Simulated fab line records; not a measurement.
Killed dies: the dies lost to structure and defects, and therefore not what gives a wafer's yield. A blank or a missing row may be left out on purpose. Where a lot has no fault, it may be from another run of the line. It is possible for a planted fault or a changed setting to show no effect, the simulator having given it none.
Which of the tools did it? :: flow berkeleyCmos170 :: 14 lots with 42 wafers sampled at 2 steps, on a route of 331 steps

== WHAT EACH GAUGE READ, for each wafer ==
UCB170_V1_THK_MEAS_01.
lot: L486
measured: day 6 21:59
on: filmMetro-03
V1_TEOS_THK (nm): 2012 1989 1991

lot: L489
measured: day 7 23:43
on: filmMetro-03
V1_TEOS_THK (nm): 2002 2000 2015

lot: L490
measured: day 8 09:38
on: filmMetro-01
V1_TEOS_THK (nm): 2015 1992 2032

lot: L491
measured: day 8 09:38
on: filmMetro-04
V1_TEOS_THK (nm): 1977 2011 1994

lot: L492
measured: day 8 09:39
on: filmMetro-03
V1_TEOS_THK (nm): 2011 1984 2079

lot: L494
measured: day 9 10:15
on: filmMetro-04
V1_TEOS_THK (nm): 1989 2040 2045

lot: L495
measured: day 9 19:52
on: filmMetro-03
V1_TEOS_THK (nm): 1993 1991 2000

lot: L499
measured: day 10 08:14
on: filmMetro-01
V1_TEOS_THK (nm): 2004 2013 2026

lot: L500
measured: day 10 08:15
on: filmMetro-03
V1_TEOS_THK (nm): 1935 2001 1963

lot: L504
measured: day 10 23:27
on: filmMetro-03
V1_TEOS_THK (nm): 2654 2667 2721

lot: L505
measured: day 11 12:08
on: filmMetro-01
V1_TEOS_THK (nm): 2598 2626 2644

lot: L506
measured: day 11 12:08
on: filmMetro-03
V1_TEOS_THK (nm): 1957 2030 2002

lot: L507
measured: day 11 23:14
on: filmMetro-03
V1_TEOS_THK (nm): 2015 2022 2044

lot: L509
measured: day 12 03:26
on: filmMetro-03
V1_TEOS_THK (nm): 1948 1969 1956

== EACH LOT AND THE TOOL THAT RAN IT (in order: tool; ch and the chambers of the sampled wafers; start) ==
lot: L486
UCB170_V1_CVD_00: pecvd-01 ch 0,2, day 6 21:50

lot: L489
UCB170_V1_CVD_00: pecvd-04 ch 0,1,2, day 7 23:34

lot: L490
UCB170_V1_CVD_00: pecvd-02 ch 0,1, day 8 09:29

lot: L491
UCB170_V1_CVD_00: pecvd-04 ch 0,2, day 8 09:29

lot: L492
UCB170_V1_CVD_00: pecvd-01 ch 0,2, day 8 09:29

lot: L494
UCB170_V1_CVD_00: pecvd-01 ch 0,1, day 9 10:01

lot: L495
UCB170_V1_CVD_00: pecvd-02 ch 0,2, day 9 19:37

lot: L499
UCB170_V1_CVD_00: pecvd-01 ch 1,2, day 10 08:04

lot: L500
UCB170_V1_CVD_00: pecvd-04 ch 0,1,2, day 10 08:04

lot: L504
UCB170_V1_CVD_00: pecvd-02 ch 1,2, day 10 23:18

lot: L505
UCB170_V1_CVD_00: pecvd-02 ch 0,1, day 11 11:58

lot: L506
UCB170_V1_CVD_00: pecvd-04 ch 1,2, day 11 11:58

lot: L507
UCB170_V1_CVD_00: pecvd-01 ch 0,1,2, day 11 23:04

lot: L509
UCB170_V1_CVD_00: pecvd-04 ch 1,2, day 12 03:16
- UCB170_V1_CVD_00: deposits SiO2 from TEOS/O2, target thk 2000 nm, time 250 s.

== WHAT THE TOOLS THEMSELVES READ (means of the sampled wafers that have a number; where no wafer has one, the mark that the record gives instead) ==
UCB170_V1_CVD_00.
lot: L486
tool: pecvd-01
heaterPowerW (W): 270

lot: L489
tool: pecvd-04
heaterPowerW (W): 272

lot: L490
tool: pecvd-02
heaterPowerW (W): 217

lot: L491
tool: pecvd-04
heaterPowerW (W): 270

lot: L492
tool: pecvd-01
heaterPowerW (W): 225

lot: L494
tool: pecvd-01
heaterPowerW (W): 254

lot: L495
tool: pecvd-02
heaterPowerW (W): 224

lot: L499
tool: pecvd-01
heaterPowerW (W): 253

lot: L500
tool: pecvd-04
heaterPowerW (W): 280

lot: L504
tool: pecvd-02
heaterPowerW (W): 297

lot: L505
tool: pecvd-02
heaterPowerW (W): 202

lot: L506
tool: pecvd-04
heaterPowerW (W): 243

lot: L507
tool: pecvd-01
heaterPowerW (W): 262

lot: L509
tool: pecvd-04
heaterPowerW (W): 260

== THE ANSWER, worked out from the rows above alone ==
Rule: what is usual is taken from the lots themselves. Put in order of their means at a reading, lots are off if they are a third of the lots or fewer, leave a main group of 4 or more, and stand apart from it by a gap of 3 or more times the standard deviation of the main group's means; of several such gaps the widest counts. If all means in a main group match to the digits the tables above print for the reading, that group is not used. A lot without any number at a reading at which 4 lots or more have one is off too. All remaining lots with rows at the step are treated as sound. Order of review: gauges by route order, followed by the tools' own readings, for which a lot's mean as printed above is used. The first step at which some lot is off is used, and at that step the reading that is off furthest; a lot without a number counts as furthest.
Off: at UCB170_V1_THK_MEAS_01 (V1_TEOS_THK), L504, L505. Mean 2001 nm and standard deviation 21 in the main group.
A tool fits if, at a process step before that reading, it ran every lot that is off, and no sound lot after the first of them. Gauges at UCB170_V1_THK_MEAS_01: tried the same way as those tools. One candidate fits, namely pecvd-02 at UCB170_V1_CVD_00. Its last sound lot is L495 (day 9 19:37), its first lot that is off L504 (day 10 23:18): a fault that began between those two fits.

== WHAT HAD BEEN PUT IN BY THE SIMULATOR ==
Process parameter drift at UCB170_V1_CVD_00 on pecvd-02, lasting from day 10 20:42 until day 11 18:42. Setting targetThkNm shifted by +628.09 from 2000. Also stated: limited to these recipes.
Struck lots among those shown: L504, L505. This agrees with what the rule above found.
